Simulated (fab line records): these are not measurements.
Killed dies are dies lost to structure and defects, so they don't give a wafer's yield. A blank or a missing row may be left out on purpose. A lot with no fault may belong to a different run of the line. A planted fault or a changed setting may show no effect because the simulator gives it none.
Lot-split experiment -- flow berkeley_cmos170 -- 5 lots, 23 wafers read, on a route of 331 steps

== ABOUT THE SPLIT ==
At UCB170_NWELL_CVD_04 (deposits Si3N4 from SiH2Cl2/NH3, target thk 224 nm, time 3360 s), the setting pressure_mtorr was moved away from the recipe's 200 mTorr on 15 of the 23 wafers read, by -14.0% to -5.8%. The other wafers ran this setting at the recipe's value.

Reading taken at the split's own step.

== THE READING ==
Si3N4_of_NWELL_CVD_04.thk_nm (the simulator's own value, which no gauge read), in nm, at UCB170_NWELL_CVD_04 (deposits Si3N4 from SiH2Cl2/NH3, target thk 224 nm, time 3360 s). The file does not state a usual value for it. The 8 wafers here that ran the recipe average 223.8 nm, standard deviation 2.4 nm.

wafer,"tool, chamber at the split","pressure_mtorr as run, mTorr",against the recipe,"Si3N4_of_NWELL_CVD_04.thk_nm, nm",against lot-mates on the recipe
L074.1,"-, -",200,recipe,224.9,-
L074.2,"-, -",200,recipe,223.9,-
L074.3,"-, -",200,recipe,226.8,-
L074.4,"-, -",200,recipe,226.1,-
L074.6,"-, -",200,recipe,226.1,-
L075.1,"lpcvd-01, 0",200,recipe,222,-
L075.4,"lpcvd-01, 0",200,recipe,219.9,-
L075.5,"lpcvd-01, 0",200,recipe,221,-
L077.1,"-, -",171.9,-14.0%,217,no lot-mate on the recipe
L077.2,"-, -",171.9,-14.0%,217.5,no lot-mate on the recipe
L077.4,"-, -",171.9,-14.0%,216.9,no lot-mate on the recipe
L077.5,"-, -",171.9,-14.0%,217.4,no lot-mate on the recipe
L077.6,"-, -",171.9,-14.0%,215.2,no lot-mate on the recipe
L080.1,"-, -",188.5,-5.8%,220.6,no lot-mate on the recipe
L080.2,"-, -",188.5,-5.8%,221.9,no lot-mate on the recipe
L080.3,"-, -",188.5,-5.8%,221.5,no lot-mate on the recipe
L080.4,"-, -",188.5,-5.8%,224.2,no lot-mate on the recipe
L080.5,"-, -",188.5,-5.8%,223.4,no lot-mate on the recipe
L083.1,"-, -",172.3,-13.8%,215.8,no lot-mate on the recipe
L083.2,"-, -",172.3,-13.8%,218.3,no lot-mate on the recipe
L083.4,"-, -",172.3,-13.8%,214.6,no lot-mate on the recipe
L083.5,"-, -",172.3,-13.8%,214.9,no lot-mate on the recipe
L083.6,"-, -",172.3,-13.8%,214.1,no lot-mate on the recipe

FIT RESULTS
A straight line over all 23 wafers: Si3N4_of_NWELL_CVD_04.thk_nm changes by +0.563 nm for each +1% of pressure_mtorr; r = +0.88; the points scatter about the line by 2 nm.
Too few moved wafers with a lot-mate on the recipe to fit a line net of each lot's own level.

== THE FILE'S OWN FIT ==
Si3N4_of_NWELL_CVD_04.thk_nm changes by +0.565 nm for each +1% of pressure_mtorr, r = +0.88.
